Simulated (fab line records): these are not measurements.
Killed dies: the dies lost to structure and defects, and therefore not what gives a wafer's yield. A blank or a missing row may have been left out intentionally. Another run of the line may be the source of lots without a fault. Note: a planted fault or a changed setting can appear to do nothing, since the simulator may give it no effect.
fab line records	flow berkeleyCmos170
record: lots: 6	wafers: 18	lastDay: 11
route steps=331 shown M1@238
lots that met no fault: from a run of the same line without faults
startH: hours from the record's first day to the start of the lot's first wafer shown	waitH: hours from the lot's prior step to this one	" identical to the entry in the row above	L1.1+2: a row that stands for several wafers	- no value, or no start given	* or withheld: withheld	< > ~ a bound
route shown NAME@n: names a module that has steps shown in the file, with the first one's number in the route	usual: mean/standard deviation of fault-free wafers	same: alike in all rows	chamber/n: place in a boat	sites: readings site by site	_std_site: standard deviation across them	_edge_site: inner sites' mean taken away from outer sites' mean	radiusMm: for every site, how far away it sits from the centre of the wafer	mask NAME#n: copy n	behind: the last tool/chamber to shape the wafer	hold: cause of the lot's hold/its duration in hours/its outcome	device: transistor that didn't switch, given as n, p or np	end of line: at the end of the route, the tests of the same wafers	where a step has no rows: the recipe by itself	killed: dies lost to structure and defects at the first sort, not the wafer's yield	map: the dies of a wafer, with x for killed, . for not killed, _ for no die there
set.NAME: the run value of the setting; set.NAME@STEP: its run value at that earlier step	model.NAME: the simulator's own value behind a step, which no gauge read
lots at some steps of the route; a table a step, a row a wafer
services: the hour from which a tool's chamber was out of use, counted from the record's first day as startH (under 0 if before that day), plus the number of hours and why
== steps ==
step: UCB170_M1_SPUTTER_00
recipe: material: Al	targetThkNm: 600	timeS: 80	powerW: 6000	chamberPressurePa: 0.5
usual: throttleValvePct: 30.5/1.2
lot.wafer	tool	chamber	startH	waitH	throttleValvePct
L874.2	pvdSputter-04	-	147.58	0.0	27.5
L874.5	"	-	"	"	27.5
L874.6	"	-	"	"	30.8
L875.3	pvdSputter-03	-	158.90	0.0	30.1
L875.4	"	-	"	"	31.2
L875.6	"	-	"	"	31.7
L879.1	pvdSputter-02	-	177.76	0.0	29.5
L879.5	"	-	"	"	29.6
L879.6	"	-	"	"	32.9
L882.1	pvdSputter-02	-	204.39	0.0	29.6
L882.5	"	-	"	"	29.2
L882.6	"	-	"	"	29.3
L883.1	pvdSputter-04	-	204.86	0.0	30.8
L883.2	"	-	"	"	30.8
L883.5	"	-	"	"	30.6
L892.1	pvdSputter-02	-	248.73	0.0	33.1
L892.3	"	-	"	"	29.1
L892.5	"	-	"	"	33.3
step: UCB170_M1_RS_MEAS_01
recipe: thkMeasGauge: four-point-probe	reads: Al_of_M1_SPUTTER_00
usual: M1_AL_RS: 0.0487/0.00046
lot.wafer	tool	chamber	startH	waitH	M1_AL_RS[ohm/sq]
L874.2	filmMetro-04	-	147.66	0.1	0.0481
L874.5	"	-	"	"	0.0482
L874.6	"	-	"	"	0.0481
L875.3	filmMetro-03	-	159.00	0.1	0.0498
L875.4	"	-	"	"	0.0494
L875.6	"	-	"	"	0.0497
L879.1	filmMetro-04	-	177.82	0.0	0.0489
L879.5	"	-	"	"	0.0487
L879.6	"	-	"	"	0.0492
L882.1	filmMetro-04	-	204.45	0.0	0.0485
L882.5	"	-	"	"	0.0494
L882.6	"	-	"	"	0.0484
L883.1	filmMetro-01	-	204.92	0.0	0.0490
L883.2	"	-	"	"	0.0486
L883.5	"	-	"	"	0.0491
L892.1	filmMetro-04	-	248.80	0.0	0.0487
L892.3	"	-	"	"	0.0486
L892.5	"	-	"	"	0.0487
step: UCB170_M1_THK_MEAS_02
recipe: thkMeasGauge: xrf	reads: Al_of_M1_SPUTTER_00
usual: M1_AL_THK: 598/6
lot.wafer	tool	chamber	startH	waitH	M1_AL_THK[nm]
L874.2	filmMetro-04	-	147.77	0.1	604
L874.5	"	-	"	"	605
L874.6	"	-	"	"	602
L875.3	filmMetro-03	-	159.10	0.1	584
L875.4	"	-	"	"	586
L875.6	"	-	"	"	582
L879.1	filmMetro-04	-	177.94	0.1	597
L879.5	"	-	"	"	600
L879.6	"	-	"	"	594
L882.1	filmMetro-04	-	204.57	0.1	600
L882.5	"	-	"	"	587
L882.6	"	-	"	"	601
L883.1	filmMetro-01	-	205.04	0.1	593
L883.2	"	-	"	"	596
L883.5	"	-	"	"	588
L892.1	filmMetro-04	-	248.92	0.1	598
L892.3	"	-	"	"	599
L892.5	"	-	"	"	603
step: UCB170_M1_COAT_03
recipe: resist: BARC	tempC: withheld	timeS: withheld	spinRpm: 3000	resistThkNm: withheld
step: UCB170_M1_COAT_04
recipe: resist: KrF	spinRpm: 1500	resistThkNm: 900
step: UCB170_M1_SOFTBAKE_05
recipe: resist: KrF	tempC: 130	timeS: 60
step: UCB170_M1_EXPOSE_06
recipe: maskId: METAL1	targetCdNm: 700	na: 0.5	sigmaOuter: 0.6	sourceShape: conventional	doseMj: 21
step: UCB170_M1_PEB_07
recipe: pebTempC: 130	pebTimeS: withheld	resist: KrF
step: UCB170_M1_DEVELOP_08
recipe: developer: TMAH	developTimeS: 45	resist: KrF	devTempC: 21
step: UCB170_M1_CD_MEAS_09
recipe: targetCdNm: 700
usual: cdNm: 699.9/1.3
lot.wafer	tool	chamber	startH	waitH	cdNm
L874.2	cdSem-02	-	149.17	-	700.6
L874.5	"	-	"	"	701.8
L874.6	"	-	"	"	701.1
L875.3	cdSem-01	-	160.02	-	701.6
L875.4	"	-	"	"	700.0
L875.6	"	-	"	"	700.3
L879.1	cdSem-02	-	179.34	-	699.3
L879.5	"	-	"	"	700.9
L879.6	"	-	"	"	700.1
L882.1	cdSem-01	-	206.24	-	698.8
L882.5	"	-	"	"	698.0
L882.6	"	-	"	"	697.2
L883.1	cdSem-02	-	206.64	-	698.1
L883.2	"	-	"	"	698.4
L883.5	"	-	"	"	698.3
L892.1	cdSem-02	-	249.93	-	700.8
L892.3	"	-	"	"	697.8
L892.5	"	-	"	"	699.5
step: UCB170_M1_OVL_MEAS_10
usual: M1_OVL: 2/4.4
lot.wafer	tool	chamber	startH	waitH	M1_OVL[nm]
L874.2	overlay-01	-	149.28	0.1	6
L874.5	"	-	"	"	10
L874.6	"	-	"	"	2
L875.3	overlay-02	-	160.11	0.1	-4
L875.4	"	-	"	"	9
L875.6	"	-	"	"	7
L879.1	overlay-01	-	179.46	0.1	5
L879.5	"	-	"	"	5
L879.6	"	-	"	"	-2
L882.1	overlay-02	-	206.36	0.1	-1
L882.5	"	-	"	"	2
L882.6	"	-	"	"	2
L883.1	overlay-02	-	206.76	0.1	3
L883.2	"	-	"	"	0
L883.5	"	-	"	"	0
L892.1	overlay-02	-	250.05	0.1	-4
L892.3	"	-	"	"	-3
L892.5	"	-	"	"	0
step: UCB170_M1_ETCH_11
recipe: chemistry: N2/H2	targetDepthA: withheld	overetchA: withheld	target: BARC	timeS: withheld	sourceW: 500	biasW: 100	pressureMtorr: 30	n2FlowSccm: 100	h2FlowSccm: 200
usual: drypumpMotorCurrentA: 5.5/0.51	oesProductAu: 0.999/0.022	throttleValvePct: 13.29/0.19
lot.wafer	tool	chamber	startH	waitH	drypumpMotorCurrentA	oesProductAu	throttleValvePct
L874.2	rieDiel-03	0	149.31	0.0	5.5	0.997	13.12
L874.5	"	1	"	"	5.7	1.021	13.39
L874.6	"	0	"	"	5.5	0.992	13.12
L875.3	rieDiel-01	3	160.14	0.0	5.5	1.020	13.46
L875.4	"	2	"	"	5.0	0.981	13.24
L875.6	"	0	"	"	4.9	0.975	13.20
L879.1	rieDiel-01	2	179.50	0.0	5.0	0.975	13.24
L879.5	"	3	"	"	5.6	1.027	13.46
L879.6	"	2	"	"	5.0	0.982	13.24
L882.1	rieDiel-01	2	206.40	0.0	5.0	0.980	13.23
L882.5	"	0	"	"	4.9	0.967	13.21
L882.6	"	1	"	"	6.4	1.026	13.03
L883.1	rieDiel-03	0	206.79	0.0	5.4	1.001	13.12
L883.2	"	3	"	"	4.8	0.960	13.70
L883.5	"	1	"	"	5.7	1.016	13.38
L892.1	rieDiel-01	1	250.09	0.0	6.5	1.030	13.04
L892.3	"	2	"	"	5.0	0.992	13.22
L892.5	"	2	"	"	5.0	0.984	13.23
step: UCB170_M1_METAL_ETCH_12
recipe: chemistry: Cl2/BCl3	target: Al	stopOn: PSG	pressureMtorr: 12	targetDepthA: 7800	overEtchFrac: 0.3	timeS: 130	icpW: 600	biasW: 120	Cl2_flow_sccm: 90	bcl3FlowSccm: 45
usual: drypumpMotorCurrentA: 5.8/0.47	oesProductAu: 0.847/0.012	throttleValvePct: 24.36/0.15
lot.wafer	tool	chamber	startH	waitH	drypumpMotorCurrentA	oesProductAu	rfHoursCounterH	throttleValvePct	model.KrF_of_M1_COAT_04.thkNm	model.M1.featureDepthNm	model.etch.depthNm
L874.2	rieMetal-02	1	149.35	-	6.3	0.855	3	24.22	443.4	642.4	605.7
L874.5	"	1	"	"	6.3	0.858	-	24.21	445.6	642.5	605.9
L874.6	"	0	"	"	5.1	0.855	-	24.15	441.9	643.9	606.5
L875.3	rieMetal-03	1	160.22	-	6.0	0.843	-	24.43	438.9	622.9	585.7
L875.4	"	0	"	"	5.3	0.825	-	24.39	440.4	626.3	589.2
L875.6	"	0	"	"	5.3	0.824	-	24.40	434.4	622.1	584.7
L879.1	rieMetal-03	0	179.54	-	5.3	0.809	4	24.42	566.7	559.1	559.1
L879.5	"	0	"	"	5.3	0.795	-	24.41	564	561.2	561.2
L879.6	"	0	"	"	5.3	0.799	-	24.40	565.1	561.7	561.7
L882.1	rieMetal-03	0	206.44	-	5.3	0.809	5	24.40	563.5	567.4	567.4
L882.5	"	0	"	"	5.3	0.802	-	24.41	563.6	561	561
L882.6	"	1	"	"	6.0	0.838	-	24.45	566.6	559.8	559.8
L883.1	rieMetal-02	0	206.83	-	5.0	0.844	2	24.18	444.3	632.9	595.8
L883.2	"	1	"	"	6.3	0.853	4	24.22	443.1	636	599.1
L883.5	"	1	"	"	6.3	0.849	-	24.22	445.1	629	592.5
L892.1	rieMetal-01	0	250.13	-	5.8	0.840	2	24.68	427.7	637.1	598.5
L892.3	"	0	"	"	5.8	0.836	-	24.69	429.9	638.9	600.4
L892.5	"	0	"	"	5.9	0.837	-	24.70	428.2	638.4	599.9
step: UCB170_M1_STRIP_13
recipe: chemistry: O2	powerW: 400	pressureMtorr: 3500	platenTempC: withheld	o2FlowSccm: 400	overashFraction: 0.5
usual: drypumpMotorCurrentA: 5.7/0.34	oesProductAu: 0.720/0.0043
lot.wafer	tool	chamber	startH	waitH	drypumpMotorCurrentA	oesProductAu	rfHoursCounterH
L874.2	plasmaAsher-04	1	149.48	0.1	6.1	0.722	3
L874.5	"	1	"	"	6.1	0.726	-
L874.6	"	0	"	"	5.8	0.719	-
L875.3	plasmaAsher-03	1	160.35	0.1	5.5	0.724	-
L875.4	"	0	"	"	5.2	0.710	-
L875.6	"	0	"	"	5.2	0.721	-
L879.1	plasmaAsher-02	0	179.81	0.2	6.1	0.718	39
L879.5	"	0	"	"	6.1	0.726	-
L879.6	"	1	"	"	5.6	0.731	-
L882.1	plasmaAsher-02	0	206.57	0.1	6.2	0.724	42
L882.5	"	1	"	"	5.6	0.723	-
L882.6	"	0	"	"	6.2	0.722	-
L883.1	plasmaAsher-04	0	206.97	0.1	5.8	0.717	9
L883.2	"	1	"	"	6.1	0.716	9
L883.5	"	0	"	"	5.8	0.723	-
L892.1	plasmaAsher-04	1	250.26	0.1	6.1	0.717	14
L892.3	"	1	"	"	6.1	0.718	-
L892.5	"	1	"	"	6.1	0.721	-
step: UCB170_M1_CD_MEAS_90
recipe: targetCdNm: 700
usual: cdNm: 699.8/1.8
lot.wafer	tool	chamber	startH	waitH	cdNm
L874.2	cdSem-02	-	149.60	0.1	702.3
L874.5	"	-	"	"	701.3
L874.6	"	-	"	"	698.2
L875.3	cdSem-02	-	160.45	0.1	701.9
L875.4	"	-	"	"	701.9
L875.6	"	-	"	"	702.2
L879.1	cdSem-01	-	179.91	0.1	708.3
L879.5	"	-	"	"	707.9
L879.6	"	-	"	"	708.6
L882.1	cdSem-02	-	206.88	0.3	709.4
L882.5	"	-	"	"	709.7
L882.6	"	-	"	"	708.1
L883.1	cdSem-01	-	207.07	0.1	699.2
L883.2	"	-	"	"	698.3
L883.5	"	-	"	"	701.5
L892.1	cdSem-02	-	250.36	0.1	700.1
L892.3	"	-	"	"	699.3
L892.5	"	-	"	"	700.7
step: UCB170_M1_ANNEAL_14
recipe: tempC: 400	timeS: 1200	ambient: formingGas
== services ==
tool	chamber	startH	hours	kind
plasmaAsher-04	-	129.53	5.8	repair
plasmaAsher-02	-	130.07	8.0	repair
rieMetal-01	0	154.67	-	clean
rieMetal-01	0	154.67	16.2	scheduledDown
rieMetal-01	0	154.67	16.2	ventCycle
rieMetal-02	-	156.96	15.6	pm
rieDiel-01	2	198.22	1.6	repair
pvdSputter-03	3	204.91	-	consumableReplace:kit
pvdSputter-03	3	204.91	18.0	scheduledDown
pvdSputter-03	3	204.91	18.0	ventCycle
rieMetal-03	0	209.27	16.3	repair
rieDiel-03	-	213.15	28.1	pm
rieDiel-01	0	216.04	16.1	repair
rieMetal-03	-	222.56	2.8	pm
plasmaAsher-04	-	222.89	1.3	repair
rieDiel-01	3	232.11	-	clean
rieDiel-01	3	232.11	14.8	scheduledDown
rieDiel-01	3	232.11	14.8	ventCycle
rieDiel-01	0	236.69	14.6	repair
rieMetal-03	-	239.00	1.4	pm
== key ==
firstSign: step: UCB170_M1_METAL_ETCH_12	reading: oesProductAu	direction: down	sigmas: 3.1	usual: 0.847	struck: 0.809	wafersMoved: 5
effect: step: UCB170_M1_CD_MEAS_90	reading: cdNm	direction: up	sigmas: 4.9	usual: 699.8	struck: 708.7
modelEffect: step: UCB170_M1_METAL_ETCH_12	value: KrF_of_M1_COAT_04.thkNm	without: 444.1	struck: 564.9
metAt UCB170_M1_METAL_ETCH_12
struckWafers L879.1,L879.5,L879.6,L882.1,L882.5,L882.6
laterRowsLeftOut L879.1,L879.5,L879.6,L882.1,L882.5,L882.6
sortLeftOut L879.1,L879.5,L879.6,L882.1,L882.5,L882.6
onsetBetween 160.22 179.54
alsoFits UCB170_M1_STRIP_13:plasmaAsher-02
fault: kind: processParameterDrift	tool: rieMetal-03	chamber: -	onsetH: 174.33	steps: UCB170_M1_METAL_ETCH_12	channel: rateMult	offset: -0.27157	shape: step	endH: 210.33
sortLeftOut: the simulated sort isn't trusted on such a fault, so these wafers' sort isn't shown, and their yield isn't known
laterRowsLeftOut: the simulator's readings of these wafers behind a module that went badly wrong aren't trusted and aren't shown, but for the sort
